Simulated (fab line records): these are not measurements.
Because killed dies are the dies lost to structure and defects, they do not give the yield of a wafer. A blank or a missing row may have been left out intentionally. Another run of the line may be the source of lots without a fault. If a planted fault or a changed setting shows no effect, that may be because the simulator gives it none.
Which tool is to blame?    flow rit_cmos    14 lots, 42 wafers sampled, at 4 steps of a route of 202

== WHAT THE GAUGES SHOWED, per wafer ==
RIT_FOX2_THK_MEAS_01. Usual: FOX2_OXIDE_THK typically reads 352 nm, with standard deviation 7.3.
lot   measured     on             FOX2_OXIDE_THK (nm)  flag
L729  day 2 03:07  film_metro-02  336 340 339          
L730  day 2 05:04  film_metro-01  363 363 361          
L732  day 2 12:05  film_metro-04  341 341 341          
L733  day 2 22:47  film_metro-01  344 342 344          
L737  day 3 11:53  film_metro-02  363 366 359          
L739  day 3 20:49  film_metro-02  408 408 404          OFF
L740  day 4 02:59  film_metro-02  356 353 354          
L741  day 4 08:07  film_metro-01  398 401 406          OFF
L742  day 4 13:08  film_metro-02  365 362 364          
L745  day 5 03:52  film_metro-02  360 352 357          
L747  day 5 13:05  film_metro-01  355 350 354          
L749  day 6 01:11  film_metro-02  345 340 344          
L750  day 6 08:58  film_metro-02  347 344 348          
L751  day 6 16:22  film_metro-02  355 351 357          

RIT_FOX2_THK_MEAS_90. Usual: FIELD_OXIDE_LEFT_1_THK typically reads 325 nm, with standard deviation 7.4.
lot   measured     on             FIELD_OXIDE_LEFT_1_THK (nm)  flag
L729  day 2 04:03  film_metro-02  309 313 312                  
L730  day 2 05:56  film_metro-01  335 335 334                  
L732  day 2 13:02  film_metro-01  314 313 314                  
L733  day 2 23:43  film_metro-01  317 314 316                  
L737  day 3 13:31  film_metro-02  336 338 333                  
L739  day 3 22:26  film_metro-01  381 380 377                  OFF
L740  day 4 03:52  film_metro-02  328 325 327                  
L741  day 4 08:59  film_metro-02  371 374 379                  OFF
L742  day 4 14:09  film_metro-04  338 335 338                  
L745  day 5 04:44  film_metro-04  333 324 330                  
L747  day 5 14:02  film_metro-02  328 323 327                  
L749  day 6 02:08  film_metro-01  318 313 317                  
L750  day 6 09:51  film_metro-01  319 317 321                  
L751  day 6 17:14  film_metro-04  328 325 330                  

RIT_FOX2_THK_MEAS_91. Usual: FIELD_OXIDE_LEFT_2_THK typically reads 257 nm, with standard deviation 7.5.
lot   measured     on             FIELD_OXIDE_LEFT_2_THK (nm)  flag
L729  day 2 16:57  film_metro-04  241 245 243                  
L730  day 2 19:33  film_metro-01  268 267 266                  
L732  day 3 01:32  film_metro-02  246 246 246                  
L733  day 3 13:02  film_metro-01  249 246 248                  
L737  day 4 01:52  film_metro-01  269 272 265                  
L739  day 4 11:00  film_metro-02  312 313 308                  OFF
L740  day 4 16:33  film_metro-01  260 257 258                  
L741  day 4 21:44  film_metro-02  303 306 310                  OFF
L742  day 5 03:10  film_metro-02  269 266 268                  
L745  day 5 17:37  film_metro-02  265 256 262                  
L747  day 6 03:27  film_metro-04  260 255 259                  
L749  day 6 17:16  film_metro-01  249 244 248                  
L750  day 7 02:30  film_metro-04  251 248 253                  
L751  day 7 07:26  film_metro-02  260 256 262                  

== WHAT TOOL EACH LOT RAN ON (gives the tool, then ch and the chambers of the sampled wafers, and finally the start) ==
lot   RIT_FOX2_OXIDATION_00
L729  furnace-01 ch 0, day 2 01:47
L730  furnace-03 ch 0, day 2 03:44
L732  furnace-01 ch 0, day 2 10:46
L733  furnace-01 ch 0, day 2 21:28
L737  furnace-04 ch 0, day 3 10:34
L739  furnace-04 ch 0, day 3 19:29
L740  furnace-03 ch 0, day 4 01:40
L741  furnace-04 ch 0, day 4 06:47
L742  furnace-03 ch 0, day 4 11:48
L745  furnace-03 ch 0, day 5 02:32
L747  furnace-03 ch 0, day 5 11:46
L749  furnace-03 ch 0, day 5 23:52
L750  furnace-01 ch 0, day 6 07:40
L751  furnace-01 ch 0, day 6 15:01
- RIT_FOX2_OXIDATION_00: target thk 350.7 nm, ox time 1130 s.

== AS READ BY THE TOOLS THEMSELVES (means over the sampled wafers that have a number; for cases with no such wafer, the mark the record gives instead) ==
RIT_FOX2_OXIDATION_00. Usual: spike_tc_centre_C 1101.6 C, standard deviation 1.5; spike_tc_load_C 1128.8 C, standard deviation 2.4; spike_tc_source_C 1123.7 C, standard deviation 3; tube_center_temp_C 1100 C, standard deviation 0.1; tube_center_temp_C_max 1102.9, standard deviation 0.5; zone_power_source_pct 42.5 %, standard deviation 0.84.
lot   tool        spike_tc_centre_C (C)  spike_tc_load_C (C)  spike_tc_source_C (C)  tube_center_temp_C (C)  tube_center_temp_C_max  zone_power_source_pct (%)  flag
L729  furnace-01  1101.0                 1128.6               1128.2                 1100                    1103.0                  41.0                       
L730  furnace-03  1104.0                 1131.4               1123.0                 1100                    1102.6                  42.9                       
L732  furnace-01  1100.6                 1127.3               1128.3                 1100                    1102.5                  41.2                       
L733  furnace-01  1101.3                 1128.5               1129.7                 1100                    1102.6                  41.3                       
L737  furnace-04  1100.7                 1126.3               1121.2                 1100                    1102.6                  43.0                       
L739  furnace-04  1134.8                 1163.1               1156.5                 1135                    1137.6                  46.3                       OFF
L740  furnace-03  1103.6                 1131.9               1122.4                 1100                    1102.6                  42.4                       
L741  furnace-04  1135.0                 1162.6               1157.9                 1135                    1138.3                  46.2                       OFF
L742  furnace-03  1104.1                 1132.9               1122.7                 1100                    1103.3                  42.8                       
L745  furnace-03  1102.8                 1132.4               1123.6                 1100                    1103.0                  42.4                       
L747  furnace-03  1103.0                 1131.0               1122.5                 1100                    1103.0                  42.6                       
L749  furnace-03  1102.8                 1133.0               1123.1                 1100                    1103.4                  42.9                       
L750  furnace-01  1101.1                 1129.6               1128.2                 1100                    1102.3                  41.3                       
L751  furnace-01  1100.9                 1127.6               1128.7                 1100                    1102.8                  40.7                       

== THE ANSWER, worked out from the rows above alone ==
Rule: take the mean of a lot's wafers that have a number; if it is more than 3 standard deviations from the usual mean, the lot is off. A lot without any number at a reading at which 4 lots or more have one is off too. Where the step has rows for the other lots, those lots are counted as sound. The gauges are gone through in route order, then the tools' own readings, and for those a lot's mean is taken as printed above. The first step at which some lot is off is used, and at that step the reading that is off furthest; a lot without a number counts as furthest.
Off: at RIT_FOX2_THK_MEAS_01 (FOX2_OXIDE_THK), L739, L741.
If a tool, at a process step before that reading, ran all the lots that are off and no sound lot after the first of them, it fits. Not tried: the gauges at RIT_FOX2_THK_MEAS_01; whatever is off there is also off at RIT_FOX2_OXIDATION_00, on other tools, and gauge error can't account for it. One fits: furnace-04 at RIT_FOX2_OXIDATION_00. Its last sound lot is L737 (day 3 10:34), its first lot that is off L739 (day 3 19:29): a fault that began between those two fits.
The tool's own readings at RIT_FOX2_OXIDATION_00 bear it out: on the lots that are off they differ by more than 5 times the standard deviation of the sound lots' means. spike_tc_centre_C reads 1134.9 C there against 1102.2 C on the sound lots; spike_tc_load_C reads 1162.8 C there against 1130.0 C on the sound lots; spike_tc_source_C reads 1157.2 C there against 1125.1 C on the sound lots; tube_center_temp_C reads 1135 C there against 1100 C on the sound lots; tube_center_temp_C_max reads 1137.9 there against 1102.8 on the sound lots; zone_power_source_pct reads 46.2 % there against 42.0 % on the sound lots.

== WHAT THE SIMULATOR PUT IN ==
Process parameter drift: furnace-04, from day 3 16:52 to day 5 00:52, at RIT_FOX2_OXIDATION_00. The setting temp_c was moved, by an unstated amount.
Lots struck among those shown: L739, L741. The rule above reached the same finding.
